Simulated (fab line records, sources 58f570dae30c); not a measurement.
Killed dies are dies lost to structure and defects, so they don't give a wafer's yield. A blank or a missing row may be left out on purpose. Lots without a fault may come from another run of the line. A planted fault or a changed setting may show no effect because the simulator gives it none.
fab line records | flow berkeley_cmos170
record lots=5 wafers=15 last_day=13
route steps=331 shown V2@294 M3@309
lots that met no fault: from a run of the same line without faults
start_h: hours from the record's first day to the start of the lot's first wafer shown | wait_h: hours since the lot's step before | " the same as in the row above | L1.1+2: a row that stands for several wafers | - no value, or no start given | * or withheld: withheld | < > ~ a bound
route shown NAME@n: a module of which the file shows steps, and the number in the route of the first | usual: mean/standard deviation of fault-free wafers | same: alike in all rows | chamber/n: place in a boat | sites: the reading at each site | _std_site: their standard deviation | _edge_site: outer sites' mean less inner sites' | radius_mm: how far each site lies from the wafer's centre | mask NAME#n: copy n | behind: the tool/chamber that last shaped the wafer | hold: why the lot was held/for how many hours/how that ended | device: the transistor (n, p or np) that didn't switch | end of line: the same wafers' tests at the end of the route | a step without rows: its recipe alone | killed: dies lost to structure and defects at the first sort, not the wafer's yield | map: a wafer's dies, x killed, . not, _ none there
set.NAME: the setting as run; set.NAME@STEP: as run at that earlier step | model.NAME: the simulator's own value behind a step, which no gauge read
lots at some steps of the route; a table a step, a row a wafer
services: from which hour (start_h, from the record's first day; less than 0 if before it) a tool's chamber was out of use, for how many hours, and why
## steps
# step UCB170_V2_CMP_02
# recipe material=SiO2 down_force_psi=6 platen_rpm=60 pad_velocity_m_s=0.75398
# usual motor_current_A=15.6/1.6 slurry_flow_ml_min=150.0/0.49
# columns lot.wafer tool chamber start_h wait_h motor_current_A slurry_flow_ml_min
L077.1 cmp-02 1 208.74 0.1 16.1 150.4
L077.4 " 2 " " 17.9 150.3
L077.6 " 1 " " 15.6 150.2
L089.3 cmp-01 3 256.18 0.0 17.1 150.2
L089.4 " 2 " " 13.9 149.8
L089.6 " 3 " " 16.5 150.0
L092.2 cmp-01 1 305.46 0.0 12.0 150.2
L092.1 " 3 " " 16.8 150.8
L092.5 " 2 " " 14.1 150.5
L093.3 cmp-02 3 305.89 0.1 15.3 150.6
L093.2 " 1 " " 16.0 150.2
L093.5 " 2 " " 16.5 150.6
L091.1 cmp-01 0 306.26 0.2 15.1 150.0
L091.5 " 1 " " 12.6 150.9
L091.6 " 2 " " 14.0 149.6
# step UCB170_V2_BOW_MEAS_03
# recipe mode=bow
# usual V2_BOW=36/7.1
# columns lot.wafer tool chamber start_h wait_h V2_BOW[um]
L077.1 film_metro-01 - 209.00 0.2 37
L077.4 " - " " 41
L077.6 " - " " 49
L089.3 film_metro-03 - 256.52 0.3 42
L089.4 " - " " 26
L089.6 " - " " 40
L092.1 film_metro-01 - 305.76 0.1 41
L092.2 " - " " 39
L092.5 " - " " 36
L093.2 film_metro-04 - 306.16 0.1 33
L093.3 " - " " 39
L093.5 " - " " 33
L091.1 film_metro-03 - 306.41 0.1 15
L091.5 " - " " 26
L091.6 " - " " 31
# step UCB170_V2_THK_MEAS_04
# recipe reads=SiO2_of_V2_CVD_00
# usual V2_POLISHED_THK=999.9/1.1
# columns lot.wafer tool chamber start_h wait_h V2_POLISHED_THK[nm]
L077.1 film_metro-01 - 209.12 0.1 998.0
L077.4 " - " " 999.3
L077.6 " - " " 998.5
L089.3 film_metro-03 - 256.62 0.1 998.9
L089.4 " - " " 999.4
L089.6 " - " " 998.8
L092.1 film_metro-01 - 305.88 0.1 1001.0
L092.2 " - " " 999.8
L092.5 " - " " 1000.7
L093.2 film_metro-04 - 306.27 0.1 999.7
L093.3 " - " " 1000.5
L093.5 " - " " 999.7
L091.1 film_metro-03 - 306.53 0.1 998.5
L091.5 " - " " 997.1
L091.6 " - " " 999.4
# step UCB170_V2_CLEAN_05
# recipe chemistry=DIW
# columns lot.wafer tool chamber start_h wait_h
L077.1+4+6 wet_bench-02 2 209.18 0.1
L089.3+4+6 wet_bench-03 0 256.66 0.0
L091.1+5+6 wet_bench-01 3 306.80 0.3
L092.1+2+5 wet_bench-01 0 306.80 0.9
L093.2+3+5 wet_bench-01 0 306.80 0.5
# step UCB170_V2_HMDS_06
# recipe prime_time_s=60 prime_temp_c=100
# usual chill_plate_temp_C=23.01/0.088
# columns lot.wafer tool chamber start_h wait_h chill_plate_temp_C
L077.1 litho_track-04 0 209.58 0.2 22.93
L077.4 " 0 " " 22.97
L077.6 " 0 " " 23.08
L089.3 litho_track-01 0 256.95 0.1 22.90
L089.4 " 0 " " 22.97
L089.6 " 0 " " 22.92
L093.2 litho_track-03 0 307.38 0.4 22.99
L093.3 " 0 " " 23.10
L093.5 " 0 " " 23.03
L092.1 litho_track-01 0 307.51 0.5 23.05
L092.2 " 0 " " 23.15
L092.5 " 0 " " 22.99
L091.1 litho_track-04 0 307.56 0.6 23.02
L091.5 " 0 " " 22.95
L091.6 " 0 " " 22.98
# step UCB170_V2_COAT_07
# recipe resist=KrF spin_rpm=1500 resist_thk_nm=900
# usual chill_plate_temp_C=23.01/0.11
# columns lot.wafer tool chamber start_h wait_h chill_plate_temp_C
L077.1 litho_track-04 0 209.73 0.1 23.08
L077.4 " 0 " " 23.14
L077.6 " 0 " " 23.22
L089.3 litho_track-01 0 257.10 0.1 23.00
L089.4 " 0 " " 22.90
L089.6 " 0 " " 23.03
L093.2 litho_track-03 0 307.53 0.1 23.04
L093.3 " 0 " " 22.89
L093.5 " 0 " " 22.83
L092.1 litho_track-01 0 307.66 0.1 23.11
L092.2 " 0 " " 22.97
L092.5 " 0 " " 23.17
L091.1 litho_track-04 0 307.71 0.1 23.00
L091.5 " 0 " " 23.00
L091.6 " 0 " " 23.21
# step UCB170_V2_SOFTBAKE_08
# recipe resist=KrF temp_c=130 time_s=60
# usual chill_plate_temp_C=22.98/0.11 heater_power_total_W=56.80/0.05
# columns lot.wafer tool chamber start_h wait_h chill_plate_temp_C heater_power_total_W
L077.1 litho_track-04 0 209.88 0.1 22.76 56.82
L077.4 " 0 " " 22.99 56.75
L077.6 " 0 " " 22.82 56.76
L089.3 litho_track-01 0 257.25 0.1 22.85 56.74
L089.4 " 0 " " 22.94 56.83
L089.6 " 0 " " 23.02 56.88
L093.2 litho_track-03 0 307.68 0.1 22.95 56.79
L093.3 " 0 " " 23.02 56.81
L093.5 " 0 " " 22.99 56.76
L092.1 litho_track-01 0 307.81 0.1 23.13 56.83
L092.2 " 0 " " 23.10 56.87
L092.5 " 0 " " 23.01 56.87
L091.1 litho_track-04 0 307.86 0.1 22.89 56.75
L091.5 " 0 " " 22.86 56.90
L091.6 " 0 " " 23.15 56.75
# step UCB170_V2_EXPOSE_09
# recipe mask_id=VIA2 target_cd_nm=700 na=0.5 sigma_outer=0.6 source_shape=conventional dose_mj=37
# columns lot.wafer tool chamber start_h wait_h mask
L077.1+4+6 krf_scanner-02 0 210.16 0.2 VIA2#0
L089.3+4+6 krf_scanner-01 0 257.52 0.2 VIA2#0
L093.2+3+5 krf_scanner-01 0 307.95 0.2 VIA2#0
L092.1+2+5 krf_scanner-02 0 308.17 0.3 VIA2#0
L091.1+5+6 krf_scanner-02 0 308.29 0.4 VIA2#0
# step UCB170_V2_PEB_10
# recipe peb_temp_c=130 peb_time_s=withheld resist=KrF
# usual chill_plate_temp_C=22.99/0.11 heater_power_total_W=56.80/0.043
# columns lot.wafer tool chamber start_h wait_h chill_plate_temp_C heater_power_total_W
L077.1 litho_track-04 0 210.48 0.3 22.96 56.83
L077.4 " 0 " " 22.96 56.78
L077.6 " 0 " " 23.07 56.83
L089.3 litho_track-04 0 257.68 0.1 22.95 56.78
L089.4 " 0 " " 22.98 56.86
L089.6 " 0 " " 22.93 56.77
L093.2 litho_track-04 0 308.31 0.3 23.13 56.77
L093.3 " 0 " " 22.98 56.76
L093.5 " 0 " " 22.93 56.81
L092.1 litho_track-01 0 308.41 0.2 23.12 56.77
L092.2 " 0 " " 22.99 56.82
L092.5 " 0 " " 23.00 56.90
L091.1 litho_track-04 0 308.56 0.3 23.00 56.87
L091.5 " 0 " " 23.09 56.82
L091.6 " 0 " " 23.19 56.80
# step UCB170_V2_DEVELOP_11
# recipe developer=TMAH develop_time_s=45 resist=KrF dev_temp_c=21
# usual chill_plate_temp_C=23.03/0.1
# columns lot.wafer tool chamber start_h wait_h chill_plate_temp_C
L077.1 litho_track-04 0 - - 22.83
L077.4 " 0 " " 22.99
L077.6 " 0 " " 22.86
L089.3 litho_track-04 0 - - 22.95
L089.4 " 0 " " 23.00
L089.6 " 0 " " 22.81
L093.2 litho_track-04 0 - - 23.05
L093.3 " 0 " " 22.89
L093.5 " 0 " " 22.91
L092.1 litho_track-01 0 - - 23.04
L092.2 " 0 " " 23.12
L092.5 " 0 " " 22.98
L091.1 litho_track-04 0 - - 23.07
L091.5 " 0 " " 22.95
L091.6 " 0 " " 23.08
# step UCB170_V2_CD_MEAS_12
# recipe target_cd_nm=700
# usual cd_nm=699.9/1.3
# columns lot.wafer tool chamber start_h wait_h cd_nm
L077.1 cd_sem-01 - 210.76 - 698.3
L077.4 " - " " 698.9
L077.6 " - " " 698.2
L089.3 cd_sem-01 - 257.94 - 700.9
L089.4 " - " " 699.6
L089.6 " - " " 699.7
L093.2 cd_sem-02 - 308.58 - 701.2
L093.3 " - " " 700.7
L093.5 " - " " 700.1
L092.1 cd_sem-02 - 308.69 - 699.5
L092.2 " - " " 698.6
L092.5 " - " " 699.6
L091.1 cd_sem-02 - 308.84 - 697.9
L091.5 " - " " 697.4
L091.6 " - " " 696.4
# step UCB170_V2_OVL_MEAS_13
# usual V2_OVL=-1/5.5
# columns lot.wafer tool chamber start_h wait_h V2_OVL[nm]
L077.1 overlay-01 - 210.88 0.1 1
L077.4 " - " " 3
L077.6 " - " " 5
L089.3 overlay-01 - 258.04 0.1 -8
L089.4 " - " " -3
L089.6 " - " " -1
L093.2 overlay-01 - 308.69 0.1 1
L093.3 " - " " -7
L093.5 " - " " -2
L092.1 overlay-01 - 308.81 0.1 3
L092.2 " - " " -7
L092.5 " - " " -8
L091.1 overlay-02 - 308.96 0.1 12
L091.5 " - " " 4
L091.6 " - " " 11
# step UCB170_V2_ETCH_14
# recipe chemistry=CHF3/CF4/Ar target=SiO2 stop_on=Al CHF3_flow_sccm=45 cf4_flow_sccm=15 Ar_flow_sccm=150 pressure_mtorr=200 rf_w=700 target_depth_a=12500 over_etch_frac=0.25 time_s=291
# usual drypump_motor_current_A=5.7/0.45 oes_product_au=0.874/0.013 throttle_valve_pct=6.93/0.14
# columns lot.wafer tool chamber start_h wait_h drypump_motor_current_A oes_product_au rf_hours_counter_h throttle_valve_pct
L077.1 rie_diel-02 3 210.91 0.0 5.7 0.861 26 6.85
L077.4 " 0 " " 5.6 0.863 - 6.67
L077.6 " 3 " " 5.6 0.860 - 6.85
L089.3 rie_diel-04 3 258.06 0.0 5.7 0.888 3 6.79
L089.4 " 2 " " 5.4 0.874 23 7.01
L089.6 " 2 " " 5.4 0.878 - 7.01
L093.2 rie_diel-02 2 308.72 0.0 5.4 0.863 3 7.13
L093.3 " 0 " " 5.6 0.863 22 6.65
L093.5 " 1 " " 5.2 0.895 - 6.96
L092.1 rie_diel-03 1 308.84 0.0 5.1 0.866 23 6.99
L092.2 " 0 " " 6.1 0.869 87 7.00
L092.5 " 2 " " 5.6 0.891 - 7.10
L091.1 rie_diel-04 2 308.99 0.0 5.4 0.876 24 7.01
L091.5 " 3 " " 5.7 0.896 - 6.81
L091.6 " 0 " " 6.0 0.869 - 6.87
# step UCB170_V2_STRIP_15
# recipe chemistry=O2 power_w=400 pressure_mtorr=3500 platen_temp_c=withheld o2_flow_sccm=400 overash_fraction=0.5
# usual drypump_motor_current_A=6.0/0.37 oes_product_au=0.722/0.0044 strip_time_to_endpoint_s=15.26/0.13
# columns lot.wafer tool chamber start_h wait_h drypump_motor_current_A oes_product_au rf_hours_counter_h strip_time_to_endpoint_s
L077.1 plasma_asher-04 0 211.09 0.1 5.7 0.725 44 15.33
L077.4 " 0 " " 5.7 0.717 - 15.29
L077.6 " 1 " " 5.3 0.716 - 15.17
L089.3 plasma_asher-04 0 258.27 0.1 5.7 0.720 - 15.21
L089.4 " 1 " " 5.2 0.721 - 15.16
L089.6 " 1 " " 5.2 0.719 - 15.21
L093.2 plasma_asher-04 1 308.89 0.1 5.3 0.724 53 15.30
L093.3 " 0 " " 5.6 0.710 - 15.30
L093.5 " 0 " " 5.7 0.714 - 15.00
L092.1 plasma_asher-01 0 309.02 0.1 6.1 0.728 58 15.30
L092.2 " 1 " " 6.4 0.721 58 14.91
L092.5 " 1 " " 6.4 0.731 - 15.04
L091.1 plasma_asher-02 0 309.17 0.1 6.3 0.726 54 15.23
L091.5 " 0 " " 6.3 0.720 - 15.38
L091.6 " 1 " " 5.8 0.732 - 15.17
# step UCB170_V2_CD_MEAS_90
# recipe target_cd_nm=700
# usual cd_nm=699.8/1.5
# columns lot.wafer tool chamber start_h wait_h cd_nm
L077.1 cd_sem-02 - 211.19 0.1 697.8
L077.4 " - " " 697.0
L077.6 " - " " 697.8
L089.3 cd_sem-01 - 258.38 0.1 701.4
L089.4 " - " " 700.7
L089.6 " - " " 701.2
L093.2 cd_sem-02 - 309.01 0.1 702.1
L093.3 " - " " 698.4
L093.5 " - " " 700.6
L092.1 cd_sem-01 - 309.12 0.1 698.9
L092.2 " - " " 698.4
L092.5 " - " " 699.9
L091.1 cd_sem-01 - 309.27 0.1 698.8
L091.5 " - " " 696.9
L091.6 " - " " 697.7
# step UCB170_M3_PRE_CLEAN_00
# recipe gas=Ar preclean_etch_time_s=60
# columns lot.wafer tool chamber start_h wait_h
L077.1+4+6 pvd_sputter-04 - 211.31 0.1
L089.3+4+6 pvd_sputter-03 - 258.46 0.1
L093.2+3+5 pvd_sputter-03 - 309.11 0.1
L092.1+2+5 pvd_sputter-01 - 309.24 0.1
L091.1+5+6 pvd_sputter-04 - 309.39 0.1
# step UCB170_M3_SPUTTER_01
# recipe material=Al target_thk_nm=900 time_s=120 power_w=6000 chamber_pressure_pa=0.5
# usual throttle_valve_pct=30.1/1.5
# columns lot.wafer tool chamber start_h wait_h throttle_valve_pct
L077.1 pvd_sputter-04 - 211.38 0.0 31.8
L077.4 " - " " 32.0
L077.6 " - " " 27.1
L089.3 pvd_sputter-03 - 258.52 0.0 28.1
L089.4 " - " " 29.6
L089.6 " - " " 31.1
L093.2 pvd_sputter-03 - 309.18 0.0 31.1
L093.3 " - " " 30.1
L093.5 " - " " 29.8
L092.1 pvd_sputter-01 - 309.31 0.0 31.1
L092.2 " - " " 31.4
L092.5 " - " " 29.7
L091.1 pvd_sputter-04 - 309.46 0.0 27.0
L091.5 " - " " 32.1
L091.6 " - " " 32.0
# step UCB170_M3_RS_MEAS_02
# recipe thk_meas_gauge=four-point-probe reads=Al_of_M3_SPUTTER_01
# usual M3_AL_RS=0.0319/0.00035
# columns lot.wafer tool chamber start_h wait_h M3_AL_RS[ohm/sq]
L077.1 film_metro-03 - 211.46 0.0 0.0318
L077.4 " - " " 0.0315
L077.6 " - " " 0.0323
L089.3 film_metro-01 - 258.65 0.1 0.0317
L089.4 " - " " 0.0317
L089.6 " - " " 0.0322
L093.2 film_metro-02 - 309.28 0.1 0.0321
L093.3 " - " " 0.0320
L093.5 " - " " 0.0319
L092.1 film_metro-03 - 309.39 0.0 0.0320
L092.2 " - " " 0.0320
L092.5 " - " " 0.0319
L091.1 film_metro-02 - 309.54 0.0 0.0321
L091.5 " - " " 0.0310
L091.6 " - " " 0.0316
# step UCB170_M3_THK_MEAS_03
# recipe thk_meas_gauge=xrf reads=Al_of_M3_SPUTTER_01
# usual M3_AL_THK=894/11
# columns lot.wafer tool chamber start_h wait_h M3_AL_THK[nm]
L077.1 film_metro-03 - 211.58 0.1 905
L077.4 " - " " 907
L077.6 " - " " 886
L089.3 film_metro-01 - 258.75 0.1 897
L089.4 " - " " 901
L089.6 " - " " 890
L093.2 film_metro-02 - 309.39 0.1 887
L093.3 " - " " 891
L093.5 " - " " 892
L092.1 film_metro-03 - 309.51 0.1 891
L092.2 " - " " 894
L092.5 " - " " 892
L091.1 film_metro-02 - 309.66 0.1 891
L091.5 " - " " 916
L091.6 " - " " 898
# step UCB170_M3_HMDS_04
# recipe prime_time_s=60 prime_temp_c=100
# usual chill_plate_temp_C=23.01/0.09
# columns lot.wafer tool chamber start_h wait_h chill_plate_temp_C
L077.1 litho_track-02 0 211.76 0.2 22.99
L077.4 " 0 " " 23.12
L077.6 " 0 " " 23.10
L089.3 litho_track-02 0 258.84 0.1 22.97
L089.4 " 0 " " 23.00
L089.6 " 0 " " 23.02
L093.2 litho_track-04 0 309.47 0.1 22.95
L093.3 " 0 " " 23.22
L093.5 " 0 " " 23.18
L092.1 litho_track-02 0 309.75 0.2 22.97
L092.2 " 0 " " 23.05
L092.5 " 0 " " 22.94
L091.1 litho_track-04 0 309.89 0.2 23.02
L091.5 " 0 " " 23.02
L091.6 " 0 " " 22.93
# step UCB170_M3_COAT_05
# recipe resist=KrF spin_rpm=1500 resist_thk_nm=900
# usual chill_plate_temp_C=23.00/0.11
# columns lot.wafer tool chamber start_h wait_h chill_plate_temp_C
L077.1 litho_track-02 0 211.91 0.1 22.72
L077.4 " 0 " " 22.87
L077.6 " 0 " " 22.95
L089.3 litho_track-02 0 258.99 0.1 23.01
L089.4 " 0 " " 23.03
L089.6 " 0 " " 22.89
L093.2 litho_track-04 0 309.62 0.1 23.06
L093.3 " 0 " " 23.12
L093.5 " 0 " " 23.14
L092.1 litho_track-02 0 309.90 0.1 23.08
L092.2 " 0 " " 23.02
L092.5 " 0 " " 22.89
L091.1 litho_track-04 0 310.04 0.1 23.00
L091.5 " 0 " " 23.09
L091.6 " 0 " " 22.90
# step UCB170_M3_SOFTBAKE_06
# recipe resist=KrF temp_c=130 time_s=60
# usual chill_plate_temp_C=22.99/0.1 heater_power_total_W=56.81/0.044
# columns lot.wafer tool chamber start_h wait_h chill_plate_temp_C heater_power_total_W
L077.1 litho_track-02 0 212.06 0.1 22.92 56.91
L077.4 " 0 " " 23.16 56.76
L077.6 " 0 " " 22.91 56.85
L089.3 litho_track-02 0 259.14 0.1 23.07 56.89
L089.4 " 0 " " 22.98 56.84
L089.6 " 0 " " 22.98 56.83
L093.2 litho_track-04 0 309.77 0.1 22.96 56.85
L093.3 " 0 " " 22.82 56.76
L093.5 " 0 " " 22.93 56.82
L092.1 litho_track-02 0 310.05 0.1 22.83 56.79
L092.2 " 0 " " 22.89 56.86
L092.5 " 0 " " 22.89 56.83
L091.1 litho_track-04 0 310.19 0.1 23.01 56.85
L091.5 " 0 " " 22.89 56.86
L091.6 " 0 " " 22.96 56.76
# step UCB170_M3_STRIP_07
# recipe chemistry=O2 power_w=400 pressure_mtorr=3500 platen_temp_c=withheld o2_flow_sccm=400 overash_fraction=0.5
# usual drypump_motor_current_A=5.8/0.49 oes_product_au=0.735/0.0047 strip_time_to_endpoint_s=21.97/0.057
# columns lot.wafer tool chamber start_h wait_h drypump_motor_current_A oes_product_au rf_hours_counter_h strip_time_to_endpoint_s
L077.1 plasma_asher-01 0 212.21 0.1 6.2 0.743 49 22.06
L077.4 " 0 " " 6.2 0.736 - 21.94
L077.6 " 1 " " 6.4 0.739 - 21.97
L089.3 plasma_asher-01 1 259.27 0.1 6.4 0.747 - 21.88
L089.4 " 0 " " 6.2 0.745 - 21.95
L089.6 " 1 " " 6.4 0.736 - 21.93
L093.2 plasma_asher-03 1 309.89 0.1 5.7 0.739 20 22.05
L093.3 " 0 " " 5.0 0.740 - 22.08
L093.5 " 1 " " 5.7 0.738 - 22.09
L092.1 plasma_asher-01 1 310.20 0.1 6.4 0.738 58 21.98
L092.2 " 0 " " 6.1 0.734 58 21.98
L092.5 " 0 " " 6.1 0.741 - 22.01
L091.1 plasma_asher-03 0 310.34 0.1 5.0 0.736 20 21.97
L091.5 " 1 " " 5.7 0.737 - 21.96
L091.6 " 0 " " 5.0 0.746 - 21.98
# step UCB170_M3_STRIP_08
# recipe chemistry=DMSO temp_c=80 time_s=600 material=KrF
# usual bath_heat_duty_pct=18.1/2 temp_c=79.97/0.14
# columns lot.wafer tool chamber start_h wait_h bath_heat_duty_pct temp_c
L077.1 wet_bench-04 2 212.34 0.1 17.4 79.73
L077.4 " 2 " " 16.8 79.98
L077.6 " 2 " " 15.7 79.81
L089.3 wet_bench-03 2 259.34 0.0 17.6 79.97
L089.4 " 2 " " 18.5 79.95
L089.6 " 2 " " 20.2 79.86
L093.2 wet_bench-03 1 309.99 0.1 15.9 79.92
L093.3 " 1 " " 14.8 79.85
L093.5 " 1 " " 16.1 79.79
L092.1 wet_bench-03 0 310.37 0.1 19.4 80.20
L092.2 " 0 " " 20.3 80.04
L092.5 " 0 " " 21.0 79.88
L091.1 wet_bench-03 3 310.54 0.2 19.6 79.95
L091.5 " 3 " " 20.5 79.87
L091.6 " 3 " " 19.3 79.92
# step UCB170_M3_COAT_09
# recipe resist=BARC temp_c=withheld time_s=withheld spin_rpm=3000 resist_thk_nm=withheld
# usual chill_plate_temp_C=*
# columns lot.wafer tool chamber start_h wait_h chill_plate_temp_C
L077.1 litho_track-02 0 212.69 0.0 *
L077.4 " 0 " " *
L077.6 " 0 " " *
L089.3 litho_track-02 0 259.56 0.1 *
L089.4 " 0 " " *
L089.6 " 0 " " *
L093.2 litho_track-02 0 310.23 0.1 *
L093.3 " 0 " " *
L093.5 " 0 " " *
L092.1 litho_track-03 0 310.94 0.4 *
L092.2 " 0 " " *
L092.5 " 0 " " *
L091.1 litho_track-04 0 311.26 0.5 *
L091.5 " 0 " " *
L091.6 " 0 " " *
# step UCB170_M3_COAT_10
# recipe resist=KrF spin_rpm=1500 resist_thk_nm=900
# usual chill_plate_temp_C=22.99/0.1
# columns lot.wafer tool chamber start_h wait_h chill_plate_temp_C
L077.1 litho_track-02 0 - - 22.94
L077.4 " 0 " " 23.01
L077.6 " 0 " " 22.89
L089.3 litho_track-02 0 - - 22.81
L089.4 " 0 " " 22.87
L089.6 " 0 " " 22.93
L093.2 litho_track-02 0 - - 23.13
L093.3 " 0 " " 23.05
L093.5 " 0 " " 23.05
L092.1 litho_track-03 0 - - 23.02
L092.2 " 0 " " 22.99
L092.5 " 0 " " 22.98
L091.1 litho_track-04 0 - - 23.04
L091.5 " 0 " " 23.07
L091.6 " 0 " " 23.02
# step UCB170_M3_SOFTBAKE_11
# recipe resist=KrF temp_c=130 time_s=60
# usual chill_plate_temp_C=23.00/0.1 heater_power_total_W=56.80/0.047
# columns lot.wafer tool chamber start_h wait_h chill_plate_temp_C heater_power_total_W
L077.1 litho_track-02 0 - - 22.99 56.81
L077.4 " 0 " " 23.12 56.84
L077.6 " 0 " " 23.12 56.84
L089.3 litho_track-02 0 - - 22.87 56.82
L089.4 " 0 " " 23.13 56.82
L089.6 " 0 " " 23.03 56.80
L093.2 litho_track-02 0 - - 23.01 56.84
L093.3 " 0 " " 23.00 56.81
L093.5 " 0 " " 23.01 56.80
L092.1 litho_track-03 0 - - 23.00 56.81
L092.2 " 0 " " 22.82 56.78
L092.5 " 0 " " 22.86 56.85
L091.1 litho_track-04 0 - - 22.99 56.85
L091.5 " 0 " " 22.97 56.83
L091.6 " 0 " " 22.81 56.76
# step UCB170_M3_EXPOSE_12
# recipe mask_id=METAL3 target_cd_nm=700 na=0.5 sigma_outer=0.6 source_shape=conventional dose_mj=26
# columns lot.wafer tool chamber start_h wait_h mask
L077.1+4+6 krf_scanner-01 0 213.32 - METAL3#0
L089.3+4+6 krf_scanner-01 0 260.00 - METAL3#0
L093.2+3+5 krf_scanner-02 0 310.80 - METAL3#0
L092.1+2+5 krf_scanner-01 0 311.52 - METAL3#0
L091.1+5+6 krf_scanner-02 0 311.83 - METAL3#0
# step UCB170_M3_PEB_13
# recipe peb_temp_c=130 peb_time_s=withheld resist=KrF
# usual chill_plate_temp_C=23.01/0.11 heater_power_total_W=56.80/0.048
# columns lot.wafer tool chamber start_h wait_h chill_plate_temp_C heater_power_total_W
L077.1 litho_track-04 0 213.43 0.1 22.90 56.76
L077.4 " 0 " " 22.95 56.77
L077.6 " 0 " " 22.99 56.77
L089.3 litho_track-04 0 260.53 0.5 22.83 56.80
L089.4 " 0 " " 22.82 56.75
L089.6 " 0 " " 22.75 56.78
L093.2 litho_track-03 0 311.42 0.6 23.10 56.81
L093.3 " 0 " " 23.07 56.80
L093.5 " 0 " " 22.99 56.78
L092.1 litho_track-02 0 311.83 0.3 22.99 56.89
L092.2 " 0 " " 22.90 56.85
L092.5 " 0 " " 22.98 56.76
L091.1 litho_track-03 0 312.39 0.5 23.13 56.68
L091.5 " 0 " " 22.97 56.84
L091.6 " 0 " " 23.03 56.68
# step UCB170_M3_DEVELOP_14
# recipe developer=TMAH develop_time_s=45 resist=KrF dev_temp_c=21
# usual chill_plate_temp_C=23.01/0.1
# columns lot.wafer tool chamber start_h wait_h chill_plate_temp_C
L077.1 litho_track-04 0 - - 23.16
L077.4 " 0 " " 23.15
L077.6 " 0 " " 23.08
L089.3 litho_track-04 0 - - 23.06
L089.4 " 0 " " 23.01
L089.6 " 0 " " 23.02
L093.2 litho_track-03 0 - - 23.02
L093.3 " 0 " " 23.07
L093.5 " 0 " " 22.94
L092.1 litho_track-02 0 - - 22.86
L092.2 " 0 " " 23.16
L092.5 " 0 " " 22.95
L091.1 litho_track-03 0 - - 22.89
L091.5 " 0 " " 22.89
L091.6 " 0 " " 22.81
# step UCB170_M3_CD_MEAS_15
# recipe target_cd_nm=700
# usual cd_nm=700.0/1.4
# columns lot.wafer tool chamber start_h wait_h cd_nm
L077.1 cd_sem-02 - 213.71 - 697.2
L077.4 " - " " 696.1
L077.6 " - " " 698.3
L089.3 cd_sem-02 - 260.80 - 701.3
L089.4 " - " " 701.4
L089.6 " - " " 700.3
L093.2 cd_sem-01 - 311.69 - 701.1
L093.3 " - " " 700.9
L093.5 " - " " 702.1
L092.1 cd_sem-01 - 312.10 - 701.8
L092.2 " - " " 701.6
L092.5 " - " " 702.4
L091.1 cd_sem-02 - 312.67 - 700.9
L091.5 " - " " 699.4
L091.6 " - " " 699.8
# step UCB170_M3_OVL_MEAS_16
# usual M3_OVL=-2/5.3
# columns lot.wafer tool chamber start_h wait_h M3_OVL[nm]
L077.1 overlay-01 - 213.83 0.1 2
L077.4 " - " " 5
L077.6 " - " " 0
L089.3 overlay-02 - 260.89 0.1 -1
L089.4 " - " " -2
L089.6 " - " " 0
L093.2 overlay-02 - 311.79 0.1 12
L093.3 " - " " 6
L093.5 " - " " 3
L092.1 overlay-02 - 312.22 0.1 -4
L092.2 " - " " -4
L092.5 " - " " -1
L091.1 overlay-01 - 312.79 0.1 1
L091.5 " - " " 2
L091.6 " - " " -5
# step UCB170_M3_ETCH_17
# recipe chemistry=N2/H2 target_depth_a=withheld overetch_a=withheld target=BARC time_s=withheld source_w=500 bias_w=100 pressure_mtorr=30 n2_flow_sccm=100 h2_flow_sccm=200
# usual drypump_motor_current_A=5.8/0.6 oes_product_au=1.000/0.025 throttle_valve_pct=13.25/0.16
# columns lot.wafer tool chamber start_h wait_h drypump_motor_current_A oes_product_au throttle_valve_pct
L077.1 rie_diel-01 1 213.86 0.0 6.6 1.013 13.33
L077.4 " 0 " " 5.3 0.965 13.12
L077.6 " 1 " " 6.7 1.007 13.33
L089.3 rie_diel-04 0 260.91 0.0 6.0 1.010 13.26
L089.4 " 1 " " 6.5 1.040 13.52
L089.6 " 2 " " 5.4 1.001 13.25
L093.2 rie_diel-01 3 311.82 0.0 6.6 1.001 13.25
L093.3 " 1 " " 6.6 0.998 13.33
L093.5 " 1 " " 6.6 1.009 13.33
L092.1 rie_diel-04 1 312.26 0.0 6.5 1.025 13.52
L092.2 " 0 " " 6.0 1.015 13.27
L092.5 " 3 " " 5.7 1.036 13.05
L091.1 rie_diel-02 3 312.82 0.0 5.7 0.989 13.18
L091.5 " 2 " " 5.3 0.973 13.50
L091.6 " 3 " " 5.7 1.001 13.18
# step UCB170_M3_METAL_ETCH_18
# recipe chemistry=Cl2/BCl3 target=Al stop_on=SiO2 pressure_mtorr=12 target_depth_a=11700 over_etch_frac=0.3 time_s=195 icp_w=600 bias_w=120 Cl2_flow_sccm=90 bcl3_flow_sccm=45
# usual drypump_motor_current_A=5.9/0.34 oes_product_au=0.872/0.014 throttle_valve_pct=24.3/0.3
# columns lot.wafer tool chamber start_h wait_h drypump_motor_current_A oes_product_au rf_hours_counter_h throttle_valve_pct
L077.1 rie_metal-02 0 213.91 - 5.6 0.877 9 24.0
L077.4 " 0 " " 5.6 0.885 - 24.0
L077.6 " 0 " " 5.6 0.863 - 24.0
L089.3 rie_metal-04 1 261.02 - 6.2 0.891 - 24.6
L089.4 " 0 " " 5.4 0.881 - 24.8
L089.6 " 1 " " 6.2 0.877 - 24.7
L093.2 rie_metal-04 0 311.87 - 5.4 0.876 2 24.8
L093.3 " 0 " " 5.4 0.881 - 24.8
L093.5 " 0 " " 5.4 0.877 - 24.7
L092.1 rie_metal-02 1 312.30 - 6.2 0.889 8 24.1
L092.2 " 0 " " 5.6 0.875 11 24.0
L092.5 " 0 " " 5.6 0.869 - 24.0
L091.1 rie_metal-01 1 312.87 - 6.0 0.860 0 24.3
L091.5 " 0 " " 6.5 0.860 - 24.5
L091.6 " 1 " " 6.0 0.865 - 24.3
## services
# columns tool chamber start_h hours kind
krf_scanner-01 - 188.62 1.0 pm
cmp-01 - 197.57 1.9 repair
rie_diel-01 - 201.80 2.5 repair
cmp-02 - 202.79 0.7 repair
wet_bench-03 - 207.06 20.4 repair
cmp-02 - 210.32 1.9 repair
krf_scanner-01 - 211.06 1.3 pm
pvd_sputter-04 - 211.79 1.3 repair
krf_scanner-02 - 212.36 1.0 pm
rie_diel-04 1 212.88 9.4 repair
pvd_sputter-04 - 217.02 8.7 repair
cmp-01 - 219.16 0.7 repair
cmp-02 - 220.45 4.4 pm
cmp-01 - 232.00 4.0 pm
rie_diel-04 0 232.12 10.1 repair
krf_scanner-01 - 233.65 0.5 repair
krf_scanner-01 - 242.63 0.8 pm
krf_scanner-01 - 261.88 4.4 pm
rie_diel-02 - 267.07 2.8 pm
pvd_sputter-04 - 275.21 3.2 repair
rie_diel-04 3 277.39 6.5 repair
rie_diel-02 1 277.53 6.1 repair
krf_scanner-02 - 287.30 1.3 pm
wet_bench-03 - 307.34 2.2 repair
## key
fault none
